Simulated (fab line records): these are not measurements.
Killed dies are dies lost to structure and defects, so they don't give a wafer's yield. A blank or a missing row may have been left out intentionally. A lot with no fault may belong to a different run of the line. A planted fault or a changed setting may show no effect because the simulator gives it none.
Which tool was responsible? | flow rit-cmos | 13 lots, 39 wafers sampled, at 6 steps of a route of 202

## WHAT THE GAUGES SHOWED, per wafer
RIT_PSD_TW_MEAS_10. Usual: PSD_TW gives 3439 (standard deviation 37).
lot  | measured    | on            | PSD_TW         | flag
L778 | day 3 11:50 | film-metro-04 | 3399 3400 3386 |
L779 | day 3 20:34 | film-metro-02 | 3479 3485 3489 |
L780 | day 4 00:20 | film-metro-02 | 3487 3486 3471 |
L781 | day 4 04:17 | film-metro-02 | 3470 3466 3467 |
L785 | day 4 23:08 | film-metro-04 | 3397 3377 3387 |
L788 | day 5 12:35 | film-metro-02 | 3473 3451 3457 |
L790 | day 5 18:50 | film-metro-04 | 3411 3386 3376 |
L791 | day 5 22:58 | film-metro-03 | 3459 3457 3469 |
L793 | day 6 13:45 | film-metro-04 | 3390 3420 3407 |
L795 | day 6 19:35 | film-metro-04 | 3422 3426 3404 |
L797 | day 7 05:04 | film-metro-03 | 3480 3481 3481 |
L799 | day 7 15:08 | film-metro-03 | 3485 3470 3469 |
L801 | day 8 03:29 | film-metro-02 | 3479 3493 3468 |

RIT_SILICIDE_RS_MEAS_02: uses a four-point probe to measure. Usual: SILICIDE_TI_RS gives 47.9 ohm/sq (standard deviation 0.77).
lot  | measured    | on            | SILICIDE_TI_RS (ohm/sq) | flag
L778 | day 3 13:01 | film-metro-02 | 48.3 47.9 46.8          |
L779 | day 3 21:55 | film-metro-03 | 48.6 48.9 48.9          |
L780 | day 4 01:32 | film-metro-01 | 47.8 49.0 48.1          |
L781 | day 4 05:25 | film-metro-02 | 47.2 48.0 47.9          |
L785 | day 5 00:22 | film-metro-03 | 48.1 48.2 47.8          |
L788 | day 5 13:47 | film-metro-01 | 48.5 37.5 46.9          | OFF
L790 | day 5 20:01 | film-metro-01 | 48.0 48.0 37.6          | OFF
L791 | day 6 00:08 | film-metro-01 | 46.7 47.9 47.3          |
L793 | day 6 14:56 | film-metro-02 | 45.8 46.3 45.7          |
L795 | day 6 20:45 | film-metro-02 | 47.2 46.8 47.1          |
L797 | day 7 06:14 | film-metro-01 | 48.0 47.9 48.2          |
L799 | day 7 16:19 | film-metro-02 | 47.6 47.7 47.6          |
L801 | day 8 04:39 | film-metro-02 | 47.5 48.3 46.7          |

RIT_SILICIDE_THK_MEAS_03: measures by xrf. Usual: SILICIDE_TI_THK gives 29.9 nm (standard deviation 0.39).
lot  | measured    | on            | SILICIDE_TI_THK (nm) | flag
L778 | day 3 13:07 | film-metro-02 | 29.8 29.8 30.5       |
L779 | day 3 22:02 | film-metro-03 | 29.6 29.5 29.5       |
L780 | day 4 01:38 | film-metro-01 | 30.0 29.5 29.9       |
L781 | day 4 05:32 | film-metro-02 | 30.1 29.9 29.8       |
L785 | day 5 00:29 | film-metro-03 | 30.0 29.9 30.0       |
L788 | day 5 13:53 | film-metro-01 | 29.5 36.4 30.4       | OFF
L790 | day 5 20:07 | film-metro-01 | 29.8 29.8 36.3       | OFF
L791 | day 6 00:14 | film-metro-01 | 30.7 30.0 30.2       |
L793 | day 6 15:03 | film-metro-02 | 31.1 30.9 31.3       | OFF
L795 | day 6 20:52 | film-metro-02 | 30.3 30.5 30.5       |
L797 | day 7 06:21 | film-metro-01 | 30.0 30.0 29.7       |
L799 | day 7 16:25 | film-metro-02 | 30.1 29.8 29.9       |
L801 | day 8 04:46 | film-metro-02 | 30.0 29.5 30.4       |

RIT_CONTACT_OVL_MEAS_09. Usual: CONTACT_OVL gives 0.8 nm (standard deviation 1.1).
lot  | measured    | on         | CONTACT_OVL (nm) | flag
L778 | day 3 14:43 | overlay-02 | -1.1 -0.5 -0.7   |
L779 | day 4 00:05 | overlay-02 | 0.7 1.3 2.3      |
L780 | day 4 03:19 | overlay-01 | -1.8 0.8 0.9     |
L781 | day 4 06:59 | overlay-01 | 4.1 2.9 3.5      |
L785 | day 5 02:03 | overlay-02 | 0.9 1.2 1.0      |
L788 | day 5 15:30 | overlay-02 | 0.0 -0.5 1.0     |
L790 | day 5 21:40 | overlay-01 | 0.1 0.0 0.3      |
L791 | day 6 01:40 | overlay-01 | -0.5 0.0 0.7     |
L793 | day 6 16:50 | overlay-01 | 1.2 0.6 0.9      |
L795 | day 6 22:26 | overlay-02 | 3.3 2.3 2.3      |
L797 | day 7 08:02 | overlay-02 | 0.8 0.6 0.3      |
L799 | day 7 17:52 | overlay-01 | 1.4 0.6 1.5      |
L801 | day 8 06:28 | overlay-02 | 2.0 1.6 1.6      |

## WHICH TOOL RAN EACH LOT (tool, then ch and the chambers of the sampled wafers, then the start)
lot  | RIT_SDANNEAL_RTA_03             | RIT_SILICIDE_SPUTTER_01
L778 | rtp-anneal-01 ch 0, day 3 12:18 | pvd-sputter-03, day 3 12:50
L779 | rtp-anneal-02 ch 0, day 3 21:13 | pvd-sputter-01, day 3 21:45
L780 | rtp-anneal-01 ch 0, day 4 00:49 | pvd-sputter-03, day 4 01:22
L781 | rtp-anneal-02 ch 0, day 4 04:43 | pvd-sputter-01, day 4 05:16
L785 | rtp-anneal-02 ch 0, day 4 23:40 | pvd-sputter-02, day 5 00:13
L788 | rtp-anneal-01 ch 0, day 5 13:04 | pvd-sputter-03, day 5 13:36
L790 | rtp-anneal-01 ch 0, day 5 19:17 | pvd-sputter-03, day 5 19:49
L791 | rtp-anneal-02 ch 0, day 5 23:25 | pvd-sputter-02, day 5 23:58
L793 | rtp-anneal-02 ch 0, day 6 14:14 | pvd-sputter-02, day 6 14:47
L795 | rtp-anneal-02 ch 0, day 6 20:03 | pvd-sputter-01, day 6 20:36
L797 | rtp-anneal-02 ch 0, day 7 05:32 | pvd-sputter-02, day 7 06:05
L799 | rtp-anneal-02 ch 0, day 7 15:36 | pvd-sputter-02, day 7 16:08
L801 | rtp-anneal-02 ch 0, day 8 03:56 | pvd-sputter-02, day 8 04:29
- RIT_SDANNEAL_RTA_03: time 5 s.
- RIT_SILICIDE_SPUTTER_01: material Ti, target thk 30 nm, time 240 s.

## WHAT THE TOOLS THEMSELVES READ (means of the sampled wafers that have a number; where no wafer has one, the mark that the record gives instead)
RIT_SDANNEAL_RTA_03. Usual: wafer_temp_C_max 1053.4, standard deviation 1.2.
lot  | tool          | wafer_temp_C_max | flag
L778 | rtp-anneal-01 | 1053.2           |
L779 | rtp-anneal-02 | 1052.8           |
L780 | rtp-anneal-01 | 1054.0           |
L781 | rtp-anneal-02 | 1052.8           |
L785 | rtp-anneal-02 | 1052.8           |
L788 | rtp-anneal-01 | 1053.0           |
L790 | rtp-anneal-01 | 1052.0           |
L791 | rtp-anneal-02 | 1054.9           |
L793 | rtp-anneal-02 | 1054.6           |
L795 | rtp-anneal-02 | 1052.7           |
L797 | rtp-anneal-02 | 1053.6           |
L799 | rtp-anneal-02 | 1053.6           |
L801 | rtp-anneal-02 | 1054.1           |

RIT_SILICIDE_SPUTTER_01. Usual: throttle-valve-pct 30.1 %, standard deviation 1.1.
lot  | tool           | throttle-valve-pct (%) | flag
L778 | pvd-sputter-03 | 30.2                   |
L779 | pvd-sputter-01 | 29.6                   |
L780 | pvd-sputter-03 | 30.2                   |
L781 | pvd-sputter-01 | 29.9                   |
L785 | pvd-sputter-02 | 28.5                   |
L788 | pvd-sputter-03 | 30.4                   |
L790 | pvd-sputter-03 | 30.2                   |
L791 | pvd-sputter-02 | 30.0                   |
L793 | pvd-sputter-02 | 31.6                   |
L795 | pvd-sputter-01 | 30.3                   |
L797 | pvd-sputter-02 | 29.6                   |
L799 | pvd-sputter-02 | 30.4                   |
L801 | pvd-sputter-02 | 29.9                   |

## THE ANSWER, worked out from the rows above alone
Rule: take the mean of a lot's wafers that have a number; if it is more than 3 standard deviations from the usual mean, the lot is off. A lot without any number at a reading at which 4 lots or more have one is off too. The other lots that the step has rows for count as sound. After the gauges, taken in route order, come the tools' own readings; for these a lot's mean is taken, as printed above. The first step at which some lot is off is used, and at that step the reading that is off furthest; a lot without a number counts as furthest.
Off: L788, L790, at RIT_SILICIDE_RS_MEAS_02 (SILICIDE_TI_RS).
If a tool, at a process step before that reading, ran all the lots that are off and no sound lot after the first of them, it fits. Gauges at RIT_SILICIDE_RS_MEAS_02: tried the same way as those tools. 2 tools fit, rtp-anneal-01 at RIT_SDANNEAL_RTA_03 and pvd-sputter-03 at RIT_SILICIDE_SPUTTER_01, so this cannot tell which one it is.

## WHAT THE SIMULATOR HAD PUT IN
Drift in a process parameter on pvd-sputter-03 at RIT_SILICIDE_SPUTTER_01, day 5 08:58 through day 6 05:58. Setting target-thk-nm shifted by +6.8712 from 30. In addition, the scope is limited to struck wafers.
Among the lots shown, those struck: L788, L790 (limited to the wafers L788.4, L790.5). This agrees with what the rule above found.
